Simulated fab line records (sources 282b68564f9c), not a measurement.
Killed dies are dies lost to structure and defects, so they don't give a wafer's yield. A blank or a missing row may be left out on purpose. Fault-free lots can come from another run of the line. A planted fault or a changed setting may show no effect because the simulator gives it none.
Lot-split experiment	flow rit_cmos	route with 202 steps; 5 lots, 23 wafers read

## ABOUT THE SPLIT
At RIT_NRETRO_COAT_01 (resist thk 1300 nm), the setting spin_rpm was moved away from the recipe's 2000 rpm on 6 of the 23 wafers read, by -4.5% to +3.4%. This setting was run at the recipe's value on the other wafers.

## FROM THE SPLIT TO THE READING: what the file shows between them, 3 steps
- RIT_NRETRO_SOFTBAKE_02: time 60 s
- RIT_NRETRO_EXPOSE_03: exposes mask M4, target cd 43900 nm
- RIT_NRETRO_DEVELOP_05: develop time 68 s

## THE READING
NOVOLAK_of_NRETRO_COAT_01.thk_nm (the simulator's own value, which no gauge read), in nm, at RIT_NRETRO_HARDBAKE_07 (time 120 s). No usual value for it is given in the file. Across the 17 wafers here that went through the recipe, the average is 1136 nm and the standard deviation 4.2 nm.

wafer	tool, chamber at the split	spin_rpm as run, rpm	against the recipe	NOVOLAK_of_NRETRO_COAT_01.thk_nm, nm	against lot-mates on the recipe
L075.1	litho_track-02, 0	2000	recipe	1134	-
L075.2	litho_track-02, 0	2000	recipe	1135	-
L075.3	litho_track-02, 0	1910	-4.5%	1162	+28
L075.6	litho_track-02, 0	1910	-4.5%	1162	+28
L075.4	litho_track-02, 0	2000	recipe	1133	-
L076.2	litho_track-03, 0	2000	recipe	1142	-
L076.3	litho_track-03, 0	2000	recipe	1139	-
L076.4	litho_track-03, 0	2000	recipe	1139	-
L076.5	litho_track-03, 0	2000	recipe	1144	-
L076.6	litho_track-03, 0	2000	recipe	1143	-
L078.1	litho_track-02, 0	2048	+2.4%	1122	-13
L078.2	litho_track-02, 0	2048	+2.4%	1123	-12
L078.3	litho_track-02, 0	2000	recipe	1137	-
L078.4	litho_track-02, 0	2000	recipe	1133	-
L078.6	litho_track-02, 0	2000	recipe	1135	-
L083.1	litho_track-03, 0	2000	recipe	1133	-
L083.4	litho_track-03, 0	2000	recipe	1133	-
L083.3	litho_track-03, 0	2067	+3.4%	1115	-17
L083.6	litho_track-03, 0	2067	+3.4%	1115	-17
L083.5	litho_track-03, 0	2000	recipe	1131	-
L085.2	litho_track-03, 0	2000	recipe	1133	-
L085.5	litho_track-03, 0	2000	recipe	1130	-
L085.6	litho_track-03, 0	2000	recipe	1132	-

FIT RESULTS
A straight line over all 23 wafers: NOVOLAK_of_NRETRO_COAT_01.thk_nm changes by -5.89 nm for each +1% of spin_rpm; r = -0.95; the points scatter about the line by 3.8 nm.
The same after taking each lot's own level away (the mean of its wafers on the recipe; 23 wafers): -5.77 nm for each +1%; r = -0.99; scatter 1.6 nm.
On that fit, the largest move of spin_rpm shifts the reading by 26 nm.
Measured against the standard deviation above, the lots' own levels, which go from 1131.7 to 1141.4 nm, span 2.3 times it.
The two slopes agree, so the slope changes little with the lot-to-lot level.
Check: for one of the wafers moved furthest among these (-4.5%), held out of the fit, the line's prediction against its lot-mates is +25.6 nm. Against them it came out at +28 nm.

## FURTHER SPLITS ON THESE WAFERS
Other splits were also applied to these wafers ahead of the reading. Each is held against what the fit with the lots' levels taken away leaves over:
other split on the same wafers	wafers away from the commonest value	r with NOVOLAK_of_NRETRO_COAT_01.thk_nm (lot level and that fit taken away)
RIT_ACTIVE_COAT_06 spin_rpm	8	-0.13
RIT_PWELL_COAT_01 spin_rpm	9	-0.02
RIT_PWELL_IMPLANT_08 energy_kev	6	+0.08

## THE WHOLE CHAIN: every reading that the file lists as answering this split, in the file's order
step	what it does	reading	change (the file's fit)	r (the file's)
RIT_NRETRO_COAT_01	resist thk 1300 nm	NOVOLAK_of_NRETRO_COAT_01.thk_nm (the simulator's own value, which no gauge read)	-6.69 nm for each +1% of the setting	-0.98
RIT_NRETRO_HARDBAKE_07	time 120 s	NOVOLAK_of_NRETRO_COAT_01.thk_nm (the simulator's own value, which no gauge read)	-5.76 nm for each +1% of the setting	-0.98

## THE FILE'S OWN FIT
NOVOLAK_of_NRETRO_COAT_01.thk_nm changes by -5.76 nm for each +1% of spin_rpm, r = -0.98.
